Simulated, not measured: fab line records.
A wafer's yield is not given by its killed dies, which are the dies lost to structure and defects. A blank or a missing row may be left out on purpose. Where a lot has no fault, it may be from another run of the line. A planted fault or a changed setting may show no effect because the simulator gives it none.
A struck lot beside a sound one | flow berkeleyCmos170 | 26 out of 331 route steps
Sound: wafers L835.2, L835.4, L835.5. Wafers L845.1, L845.5, L845.6 were the ones struck. Last of all comes the cause.
Each step with rows lists, per side, the tool, then ch with its chambers, then its first start. Under that, the readings that differ: sound wafers | struck wafers | difference of the means | sigmas: that difference in standard deviations of wafers without a fault.
alike: readings whose means differ by less than 2 such deviations, and words and numbers that are the same on both sides. not compared: withheld readings, readings that some wafer has no value for, bounds like >300 that may hide the same value, and numbers for which the record gives no deviation and whose values overlap.
A row with sigmas, a row that says differs or no value, or rows on one side alone: a step with any of these is where the two part. Numbers that don't overlap but have no deviation are shown without sigmas and don't part them. A reading missing from all wafers of one side parts the sides only when that side holds two or more wafers.

first, 2 steps without rows for these wafers: UCB170_SCREENOX_WET_ETCH_00 (etches SiO2 in dHF, time 200 s); UCB170_SCREENOX_OXIDATION_01 (target thk 14.4 nm, ox time 2400 s).
UCB170_SCREENOX_THK_MEAS_02:
  struck on filmMetro-04, day 9 14:38; sound on filmMetro-03, day 8 03:01
  alike: SCREENOX_OXIDE_THK
then, 7 steps without rows for these wafers: UCB170_SCREENOX_ANNEAL_03 (time 900 s); UCB170_NVT_HMDS_00 (prime time 60 s); UCB170_NVT_COAT_01 (resist thk 900 nm); UCB170_NVT_SOFTBAKE_02 (time 60 s); UCB170_NVT_EXPOSE_03 (exposes mask PWELL, target cd 3000 nm); UCB170_NVT_PEB_04; UCB170_NVT_DEVELOP_05 (develop time 45 s).
UCB170_NVT_OVL_MEAS_06:
  struck on overlay-02, day 9 23:44; sound on overlay-01, day 8 13:42
  alike: NVT_OVL
next, for these wafers, 1 step has no rows: UCB170_NVT_IMPLANT_07.
UCB170_NVT_STRIP_08: strips in O2.
  sound on plasmaAsher-03 ch 0,1, day 8 13:53; struck on plasmaAsher-03 ch 0,1, day 9 23:55
  no value came back on the struck wafers for chamberPressureMTorr (mTorr), drypumpMotorCurrentA (A), oesProductAu (a.u.), stripTimeToEndpointS (s); on the sound wafers chamberPressureMTorr (mTorr) reads 3496 3500 3498
reading                             | sound | struck          | difference | sigmas
model.KrF_of_NVT_COAT_01.thkNm (nm) | 0 0 0 | 886 886.7 883.9 | +886       | 
  not compared: rfHoursCounterH
UCB170_NVT_TW_MEAS_09:
  struck on filmMetro-02, day 10 00:01; sound on filmMetro-01, day 8 13:59
  alike: NVT_TW
then, 7 steps without rows for these wafers: UCB170_NVT_CLEAN_10 (cleans in SPM, time 600 s); UCB170_PVT_HMDS_00 (prime time 60 s); UCB170_PVT_COAT_01 (resist thk 900 nm); UCB170_PVT_SOFTBAKE_02 (time 60 s); UCB170_PVT_EXPOSE_03 (exposes mask NWELL, target cd 3000 nm); UCB170_PVT_PEB_04; UCB170_PVT_DEVELOP_05 (develop time 45.64 s).
UCB170_PVT_OVL_MEAS_06:
  struck on overlay-01, day 10 01:13; sound on overlay-01, day 8 15:04
  alike: PVT_OVL
next, for these wafers, 1 step has no rows: UCB170_PVT_IMPLANT_07.
UCB170_PVT_STRIP_08: strips in O2.
  sound on plasmaAsher-01 ch 0,1, day 8 15:14; struck on plasmaAsher-01 ch 0,1, day 10 01:24
reading                  | sound             | struck            | difference | sigmas
stripTimeToEndpointS (s) | 21.59 21.68 21.62 | 47.91 47.91 47.83 | +26.25     | +99 or more
  alike: chamberPressureMTorr, drypumpMotorCurrentA, oesProductAu
  not compared: rfHoursCounterH
UCB170_PVT_TW_MEAS_09:
  struck on filmMetro-03, day 10 01:30; sound on filmMetro-03, day 8 15:21
reading | sound             | struck         | difference | sigmas
PVT_TW  | 505.3 506.1 506.0 | 30.1 30.1 30.0 | -475.7     | -99 or more
then, 1 step without rows for these wafers: UCB170_GATE_WET_ETCH_00 (etches SiO2 in dHF, time 200 s).

== WHERE THEY PART ==
At UCB170_NVT_STRIP_08 first; at UCB170_PVT_TW_MEAS_09 last (within this record only).

WHY: what had been put in by the simulator
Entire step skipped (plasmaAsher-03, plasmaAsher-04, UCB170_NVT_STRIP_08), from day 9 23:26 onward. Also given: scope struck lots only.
